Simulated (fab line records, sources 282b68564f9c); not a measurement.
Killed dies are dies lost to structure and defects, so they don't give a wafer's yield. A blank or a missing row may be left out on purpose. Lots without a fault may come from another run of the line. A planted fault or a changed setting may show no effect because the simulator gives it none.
A struck lot beside a sound one | flow rit_cmos | 34 steps out of a route of 202
Sound: wafers L348.2, L348.4, L348.6. Struck: wafers L354.4, L354.5, L354.6. The cause comes at the end.
At each step with rows: each side's tool, then ch and its chambers, then its first start. Under that, the readings that differ: sound wafers | struck wafers | difference of the means | sigmas: that difference in standard deviations of wafers without a fault.
alike: readings whose means differ by less than 2 such deviations, and words and numbers that are the same on both sides. not compared: withheld readings, readings that some wafer has no value for, bounds like >300 that may hide the same value, and numbers for which the record gives no deviation and whose values overlap.
The two part at a step that has a row with sigmas, a row that says differs or no value, or rows on one side only. Numbers that don't overlap but have no deviation are shown without sigmas and don't part them. A reading that every wafer of one side lacks parts them only if that side has two wafers or more.

first, 2 steps without rows for these wafers: RIT_SPACER_CLEAN_02 (cleans in SC2, time 600 s); RIT_SPACER_CVD_03 (deposits Si3N4 from SiH2Cl2/NH3, target thk 250 nm, time 3300 s).
RIT_SPACER_THK_MEAS_04:
  sound on film_metro-02, day 4 18:19; struck on film_metro-02, day 5 23:54
  alike: SPACER_NITRIDE_THK
RIT_SPACER_ETCHBACK_05: etches Si3N4 in SF6/CHF3, stops on SiO2, target depth 250 nm, time 240 s.
  sound on rie_diel-04 ch 0,2, day 4 18:22; struck on rie_diel-04 ch 0,2,3, day 5 23:56
  alike: drypump_motor_current_A, oes_product_au, throttle_valve_pct
  not compared: rf_hours_counter_h
then, 6 steps without rows for these wafers: RIT_NSD_HMDS_00 (prime time 60 s); RIT_NSD_COAT_01 (resist thk 1000 nm); RIT_NSD_SOFTBAKE_02 (time 60 s); RIT_NSD_EXPOSE_03 (exposes mask M9, target cd 40700 nm); RIT_NSD_PEB_04; RIT_NSD_DEVELOP_05 (develop time 50 s).
RIT_NSD_OVL_MEAS_06:
  sound on overlay-01, day 4 19:31; struck on overlay-01, day 6 00:57
  alike: NSD_OVL
then, 1 step without rows for these wafers: RIT_NSD_HARDBAKE_07 (time 60 s).
RIT_NSD_IMPLANT_08:
  sound on implanter-01 ch 0, day 4 19:43; struck on implanter-02 ch 0, day 6 01:11
  reading                          | sound                           | struck                           | difference  | sigmas
  dose_ions_cm2                    | 1.0007e+15 1.0009e+15 9.987e+14 | 1.6395e+15 1.6388e+15 1.6386e+15 | +6.3887e+14 | +99 or more
  end_station_pressure_torr (Torr) | 7.5e-06 7e-06 7.9e-06           | 9.1e-06 9e-06 9.8e-06            | +1.8e-06    | +5
  faraday_current_uA               | 3207 3065 3082                  | 5037 5168 5108                   | +1986       | +33
RIT_NSD_STRIP_09: strips in O2, time 180 s.
  sound on plasma_asher-01 ch 0,1, day 4 19:50; struck on plasma_asher-02 ch 0,1, day 6 01:20
  alike: drypump_motor_current_A
  not compared: rf_hours_counter_h
RIT_NSD_TW_MEAS_10:
  sound on film_metro-02, day 4 20:02; struck on film_metro-01, day 6 01:28
  reading | sound          | struck         | difference | sigmas
  NSD_TW  | 3104 3082 3087 | 3434 3430 3447 | +346       | +18
then, 6 steps without rows for these wafers: RIT_PSD_HMDS_00 (prime time 60 s); RIT_PSD_COAT_01 (resist thk 1000 nm); RIT_PSD_SOFTBAKE_02 (time 60 s); RIT_PSD_EXPOSE_03 (exposes mask M10, target cd 40900 nm); RIT_PSD_PEB_04; RIT_PSD_DEVELOP_05 (develop time 50 s).
RIT_PSD_OVL_MEAS_06:
  sound on overlay-01, day 4 21:04; struck on overlay-01, day 6 02:40
  alike: PSD_OVL
then, 2 steps without rows for these wafers: RIT_PSD_HARDBAKE_07 (time 60 s); RIT_PSD_IMPLANT_08.
RIT_PSD_STRIP_09: strips in O2, time 180 s.
  sound on plasma_asher-04 ch 0,1, day 4 21:23; struck on plasma_asher-03 ch 0,1, day 6 03:02
  alike: drypump_motor_current_A
  not compared: rf_hours_counter_h
RIT_PSD_TW_MEAS_10:
  sound on film_metro-02, day 4 21:34; struck on film_metro-02, day 6 03:11
  alike: PSD_TW
then, 3 steps without rows for these wafers: RIT_SDANNEAL_CLEAN_00 (cleans in SC1, time 600 s); RIT_SDANNEAL_CLEAN_01 (cleans in dHF, time 30 s); RIT_SDANNEAL_CLEAN_02 (cleans in SC2, time 600 s).
RIT_SDANNEAL_RTA_03: time 5 s.
  sound on rtp_anneal-02 ch 0, day 4 22:00; struck on rtp_anneal-02 ch 0, day 6 03:41
  alike: wafer_temp_C_max
RIT_SDANNEAL_RS_MEAS_04: measures by four-point-probe.
  sound on film_metro-03, day 4 22:04; struck on film_metro-02, day 6 03:46
  alike: PSD_RS
RIT_SDANNEAL_RS_MEAS_05: measures by four-point-probe.
  sound on film_metro-03, day 4 22:11; struck on film_metro-02, day 6 03:53
  reading         | sound             | struck            | difference | sigmas
  NSD_RS (ohm/sq) | 84.54 84.57 84.57 | 58.78 58.74 58.68 | -25.83     | -92
RIT_SDANNEAL_RS_MEAS_06: measures by four-point-probe.
  sound on film_metro-03, day 4 22:19; struck on film_metro-02, day 6 04:01
  alike: PLDD_RS
RIT_M1_PROBE_99:
  sound on prober-02, day 5 07:05; struck on prober-02, day 6 11:19
  reading                               | sound             | struck            | difference | sigmas
  model.etest.nmos_0p3.r_on_ohm_um      | 2101 2097 2127    | 2012 2034 2055    | -75        |
  model.etest.nmos_0p15.r_on_ohm_um     | 1096 1090 1092    | 1035 1035 1066    | -47        |
  model.etest.contact_nplus.end_ohm_um  | 40.98 39.71 40.61 | 22.3 22.72 22.48  | -17.9      |
  model.etest.nmos_0p3.drive_ua_um      | 227.8 227.3 228.2 | 239.4 238 230.6   | +8.2       |
  model.etest.npoly_line.rs_ohm_sq      | 16.97 17.25 17.14 | 16.54 16.48 16.5  | -0.61      |
  model.etest.nmos_0p15.tox_inv_nm (nm) | 4.525 4.55 4.532  | 4.196 4.243 4.227 | -0.314     |
  alike: killed_at_M0_to_M3, killed_at_contacts, killed_at_front_end, killed_dies, killed_open, killed_short
  not compared: model.etest.nmos_0p15.drive_ua_um, model.etest.nmos_narrow.drive_ua_um

WHERE THEY PART
First at RIT_NSD_IMPLANT_08; last, within this record, at RIT_SDANNEAL_RS_MEAS_05. Later steps at which nothing parts them and some readings are alike: RIT_SDANNEAL_RS_MEAS_06, RIT_M1_PROBE_99.

WHY: what the simulator had put in
Process parameter drift: implanter-02, from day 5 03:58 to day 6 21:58, at RIT_NSD_IMPLANT_08. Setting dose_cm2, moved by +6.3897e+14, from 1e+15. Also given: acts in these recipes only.
